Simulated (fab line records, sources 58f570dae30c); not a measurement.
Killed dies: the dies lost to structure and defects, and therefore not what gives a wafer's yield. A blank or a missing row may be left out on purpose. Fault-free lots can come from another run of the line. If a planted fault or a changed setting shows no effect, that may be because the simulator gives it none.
Which tool did it? || flow berkeley cmos170 || 45 wafers from 15 lots sampled at 4 of the route's 331 steps

== WHAT THE GAUGES SHOWED, per wafer ==
UCB170_PWELL_THK_MEAS_03. Usual: PWELL_OXIDE_THK gives 26.2 nm (standard deviation 0.52).
{"lot": "L775", "measured": "day 3 02:13", "on": "film metro-03", "PWELL_OXIDE_THK (nm)": "27.1 27.1 27.1", "flag": ""}
{"lot": "L777", "measured": "day 4 03:14", "on": "film metro-01", "PWELL_OXIDE_THK (nm)": "27.0 27.0 26.9", "flag": ""}
{"lot": "L782", "measured": "day 4 18:25", "on": "film metro-03", "PWELL_OXIDE_THK (nm)": "25.8 25.6 25.5", "flag": ""}
{"lot": "L788", "measured": "day 5 16:00", "on": "film metro-03", "PWELL_OXIDE_THK (nm)": "26.4 26.8 26.5", "flag": ""}
{"lot": "L791", "measured": "day 6 03:26", "on": "film metro-04", "PWELL_OXIDE_THK (nm)": "26.0 25.6 25.8", "flag": ""}
{"lot": "L790", "measured": "day 6 03:28", "on": "film metro-01", "PWELL_OXIDE_THK (nm)": "27.1 26.8 26.3", "flag": ""}
{"lot": "L792", "measured": "day 6 15:05", "on": "film metro-01", "PWELL_OXIDE_THK (nm)": "26.0 26.2 25.9", "flag": ""}
{"lot": "L794", "measured": "day 6 22:02", "on": "film metro-04", "PWELL_OXIDE_THK (nm)": "25.7 25.5 26.3", "flag": ""}
{"lot": "L795", "measured": "day 6 22:03", "on": "film metro-03", "PWELL_OXIDE_THK (nm)": "25.4 25.8 25.5", "flag": ""}
{"lot": "L796", "measured": "day 7 05:14", "on": "film metro-03", "PWELL_OXIDE_THK (nm)": "25.9 25.0 26.0", "flag": ""}
{"lot": "L797", "measured": "day 7 12:32", "on": "film metro-04", "PWELL_OXIDE_THK (nm)": "25.9 26.2 26.1", "flag": ""}
{"lot": "L798", "measured": "day 7 12:34", "on": "film metro-03", "PWELL_OXIDE_THK (nm)": "26.4 26.4 26.2", "flag": ""}

UCB170_FIELD_THK_MEAS_02. Usual: FIELD_OXIDE_THK gives 549 nm (standard deviation 10).
{"lot": "L775", "measured": "day 5 14:50", "on": "film metro-03", "FIELD_OXIDE_THK (nm)": "540 545 544", "flag": ""}
{"lot": "L777", "measured": "day 6 14:19", "on": "film metro-03", "FIELD_OXIDE_THK (nm)": "547 546 558", "flag": ""}
{"lot": "L782", "measured": "day 6 18:10", "on": "film metro-01", "FIELD_OXIDE_THK (nm)": "533 531 549", "flag": ""}
{"lot": "L788", "measured": "day 8 00:31", "on": "film metro-04", "FIELD_OXIDE_THK (nm)": "541 546 550", "flag": ""}
{"lot": "L791", "measured": "day 8 08:17", "on": "film metro-01", "FIELD_OXIDE_THK (nm)": "570 559 569", "flag": ""}
{"lot": "L790", "measured": "day 8 08:19", "on": "film metro-04", "FIELD_OXIDE_THK (nm)": "560 554 554", "flag": ""}
{"lot": "L792", "measured": "day 8 20:19", "on": "film metro-04", "FIELD_OXIDE_THK (nm)": "552 565 554", "flag": ""}
{"lot": "L794", "measured": "day 9 08:52", "on": "film metro-04", "FIELD_OXIDE_THK (nm)": "528 530 533", "flag": ""}
{"lot": "L795", "measured": "day 9 08:52", "on": "film metro-01", "FIELD_OXIDE_THK (nm)": "539 526 529", "flag": ""}
{"lot": "L796", "measured": "day 9 14:21", "on": "film metro-03", "FIELD_OXIDE_THK (nm)": "559 563 560", "flag": ""}
{"lot": "L797", "measured": "day 9 14:21", "on": "film metro-04", "FIELD_OXIDE_THK (nm)": "543 566 548", "flag": ""}
{"lot": "L798", "measured": "day 9 14:22", "on": "film metro-01", "FIELD_OXIDE_THK (nm)": "550 550 555", "flag": ""}

== EACH LOT AND THE TOOL THAT RAN IT (in order: tool; ch and the chambers of the sampled wafers; start) ==
{"lot": "L775", "UCB170_NWELL_WET_ETCH_18": "wet bench-03 ch 2, day 2 15:35", "UCB170_PWELL_STRIP_16": "plasma asher-02 ch 0,1, day 3 18:19"}
{"lot": "L777", "UCB170_NWELL_WET_ETCH_18": "wet bench-03 ch 2, day 3 13:58", "UCB170_PWELL_STRIP_16": "plasma asher-02 ch 0,1, day 4 12:37"}
{"lot": "L782", "UCB170_NWELL_WET_ETCH_18": "wet bench-04 ch 3, day 4 10:15", "UCB170_PWELL_STRIP_16": "plasma asher-01 ch 0,1, day 5 02:53"}
{"lot": "L785", "UCB170_NWELL_WET_ETCH_18": "wet bench-01 ch 2, day 4 16:14", "UCB170_PWELL_STRIP_16": "-"}
{"lot": "L786", "UCB170_NWELL_WET_ETCH_18": "wet bench-04 ch 0, day 4 16:31", "UCB170_PWELL_STRIP_16": "-"}
{"lot": "L787", "UCB170_NWELL_WET_ETCH_18": "wet bench-04 ch 0, day 5 00:57", "UCB170_PWELL_STRIP_16": "-"}
{"lot": "L788", "UCB170_NWELL_WET_ETCH_18": "wet bench-04 ch 3, day 5 06:08", "UCB170_PWELL_STRIP_16": "plasma asher-03 ch 0,1, day 6 01:34"}
{"lot": "L791", "UCB170_NWELL_WET_ETCH_18": "wet bench-01 ch 1, day 5 18:53", "UCB170_PWELL_STRIP_16": "plasma asher-01 ch 0,1, day 6 12:34"}
{"lot": "L790", "UCB170_NWELL_WET_ETCH_18": "wet bench-04 ch 2, day 5 19:02", "UCB170_PWELL_STRIP_16": "plasma asher-03 ch 0,1, day 6 12:37"}
{"lot": "L792", "UCB170_NWELL_WET_ETCH_18": "wet bench-04 ch 1, day 6 05:58", "UCB170_PWELL_STRIP_16": "plasma asher-02 ch 0,1, day 6 22:52"}
{"lot": "L794", "UCB170_NWELL_WET_ETCH_18": "wet bench-04 ch 1, day 6 10:39", "UCB170_PWELL_STRIP_16": "plasma asher-01 ch 1, day 7 11:41"}
{"lot": "L795", "UCB170_NWELL_WET_ETCH_18": "wet bench-03 ch 2, day 6 15:32", "UCB170_PWELL_STRIP_16": "plasma asher-02 ch 0,1, day 7 11:29"}
{"lot": "L796", "UCB170_NWELL_WET_ETCH_18": "wet bench-01 ch 1, day 6 18:13", "UCB170_PWELL_STRIP_16": "plasma asher-02 ch 0,1, day 7 15:07"}
{"lot": "L797", "UCB170_NWELL_WET_ETCH_18": "wet bench-03 ch 2, day 7 02:01", "UCB170_PWELL_STRIP_16": "plasma asher-03 ch 0,1, day 7 21:05"}
{"lot": "L798", "UCB170_NWELL_WET_ETCH_18": "wet bench-04 ch 2, day 7 04:22", "UCB170_PWELL_STRIP_16": "plasma asher-02 ch 0,1, day 7 21:38"}
- UCB170_NWELL_WET_ETCH_18: etches Si3N4 in H3PO4, time 14400 s.
- UCB170_PWELL_STRIP_16: strips in O2.

== AS READ BY THE TOOLS THEMSELVES (means over the sampled wafers that have a number; for cases with no such wafer, the mark the record gives instead) ==
UCB170_NWELL_WET_ETCH_18. Usual: bath guard temp C 160.0 C, standard deviation 0.53; bath heat duty pct 27.7 %, standard deviation 2.9.
{"lot": "L775", "tool": "wet bench-03", "bath guard temp C (C)": 160.2, "bath heat duty pct (%)": 26.7, "flag": ""}
{"lot": "L777", "tool": "wet bench-03", "bath guard temp C (C)": 160.3, "bath heat duty pct (%)": 28.1, "flag": ""}
{"lot": "L782", "tool": "wet bench-04", "bath guard temp C (C)": 160.3, "bath heat duty pct (%)": 31.0, "flag": ""}
{"lot": "L785", "tool": "wet bench-01", "bath guard temp C (C)": "-", "bath heat duty pct (%)": "-", "flag": "OFF"}
{"lot": "L786", "tool": "wet bench-04", "bath guard temp C (C)": "-", "bath heat duty pct (%)": "-", "flag": "OFF"}
{"lot": "L787", "tool": "wet bench-04", "bath guard temp C (C)": "-", "bath heat duty pct (%)": "-", "flag": "OFF"}
{"lot": "L788", "tool": "wet bench-04", "bath guard temp C (C)": 160.3, "bath heat duty pct (%)": 30.1, "flag": ""}
{"lot": "L791", "tool": "wet bench-01", "bath guard temp C (C)": 159.4, "bath heat duty pct (%)": 28.8, "flag": ""}
{"lot": "L790", "tool": "wet bench-04", "bath guard temp C (C)": 160.2, "bath heat duty pct (%)": 30.3, "flag": ""}
{"lot": "L792", "tool": "wet bench-04", "bath guard temp C (C)": 160.1, "bath heat duty pct (%)": 22.1, "flag": ""}
{"lot": "L794", "tool": "wet bench-04", "bath guard temp C (C)": 160.1, "bath heat duty pct (%)": 21.9, "flag": ""}
{"lot": "L795", "tool": "wet bench-03", "bath guard temp C (C)": 160.3, "bath heat duty pct (%)": 27.7, "flag": ""}
{"lot": "L796", "tool": "wet bench-01", "bath guard temp C (C)": 159.4, "bath heat duty pct (%)": 29.3, "flag": ""}
{"lot": "L797", "tool": "wet bench-03", "bath guard temp C (C)": 160.2, "bath heat duty pct (%)": 27.4, "flag": ""}
{"lot": "L798", "tool": "wet bench-04", "bath guard temp C (C)": 160.1, "bath heat duty pct (%)": 29.0, "flag": ""}

UCB170_PWELL_STRIP_16. Usual: drypump motor current A 5.8 A, standard deviation 0.39; o2 flow sccm 400.2 sccm, standard deviation 1.3; oes product au 0.720 a.u., standard deviation 0.0043; strip time to endpoint s 18.10 s, standard deviation 0.1.
{"lot": "L775", "tool": "plasma asher-02", "drypump motor current A (A)": 6.0, "o2 flow sccm (sccm)": 399.9, "oes product au (a.u.)": 0.723, "strip time to endpoint s (s)": 18.05, "flag": ""}
{"lot": "L777", "tool": "plasma asher-02", "drypump motor current A (A)": 6.0, "o2 flow sccm (sccm)": 400.0, "oes product au (a.u.)": 0.715, "strip time to endpoint s (s)": 18.05, "flag": ""}
{"lot": "L782", "tool": "plasma asher-01", "drypump motor current A (A)": 6.0, "o2 flow sccm (sccm)": 399.3, "oes product au (a.u.)": 0.724, "strip time to endpoint s (s)": 18.07, "flag": ""}
{"lot": "L788", "tool": "plasma asher-03", "drypump motor current A (A)": 5.3, "o2 flow sccm (sccm)": 400.3, "oes product au (a.u.)": 0.714, "strip time to endpoint s (s)": 18.02, "flag": ""}
{"lot": "L791", "tool": "plasma asher-01", "drypump motor current A (A)": 6.0, "o2 flow sccm (sccm)": 400.8, "oes product au (a.u.)": 0.721, "strip time to endpoint s (s)": 17.96, "flag": ""}
{"lot": "L790", "tool": "plasma asher-03", "drypump motor current A (A)": 5.3, "o2 flow sccm (sccm)": 398.2, "oes product au (a.u.)": 0.719, "strip time to endpoint s (s)": 18.21, "flag": ""}
{"lot": "L792", "tool": "plasma asher-02", "drypump motor current A (A)": 6.0, "o2 flow sccm (sccm)": 400.9, "oes product au (a.u.)": 0.721, "strip time to endpoint s (s)": 18.10, "flag": ""}
{"lot": "L794", "tool": "plasma asher-01", "drypump motor current A (A)": 6.0, "o2 flow sccm (sccm)": 401.0, "oes product au (a.u.)": 0.716, "strip time to endpoint s (s)": 18.03, "flag": ""}
{"lot": "L795", "tool": "plasma asher-02", "drypump motor current A (A)": 6.0, "o2 flow sccm (sccm)": 400.6, "oes product au (a.u.)": 0.721, "strip time to endpoint s (s)": 18.01, "flag": ""}
{"lot": "L796", "tool": "plasma asher-02", "drypump motor current A (A)": 6.0, "o2 flow sccm (sccm)": 401.4, "oes product au (a.u.)": 0.725, "strip time to endpoint s (s)": 18.05, "flag": ""}
{"lot": "L797", "tool": "plasma asher-03", "drypump motor current A (A)": 5.3, "o2 flow sccm (sccm)": 399.7, "oes product au (a.u.)": 0.722, "strip time to endpoint s (s)": 18.09, "flag": ""}
{"lot": "L798", "tool": "plasma asher-02", "drypump motor current A (A)": 6.0, "o2 flow sccm (sccm)": 400.0, "oes product au (a.u.)": 0.716, "strip time to endpoint s (s)": 17.82, "flag": ""}

== THE ANSWER, worked out from the rows above alone ==
Rule: a lot counts as off when the mean over its wafers that have a number is more than 3 standard deviations away from the usual mean. A lot without any number at a reading at which 4 lots or more have one is off too. Any other lot the step has rows for is counted as sound. The gauges are gone through in route order, then the tools' own readings, and for those a lot's mean is taken as printed above. At the first step where some lot is off, the reading lying furthest off is the one used; lots without a number count as furthest.
Off: L785, L786, L787, at UCB170_NWELL_WET_ETCH_18 (bath guard temp C). Without a number there: L785, L786, L787.
If a tool, at that step or one of the process steps before it, ran each lot that is off and ran no sound lot following the first of them, it fits. Of those tried, none fits.

== WHAT HAD BEEN PUT IN BY THE SIMULATOR ==
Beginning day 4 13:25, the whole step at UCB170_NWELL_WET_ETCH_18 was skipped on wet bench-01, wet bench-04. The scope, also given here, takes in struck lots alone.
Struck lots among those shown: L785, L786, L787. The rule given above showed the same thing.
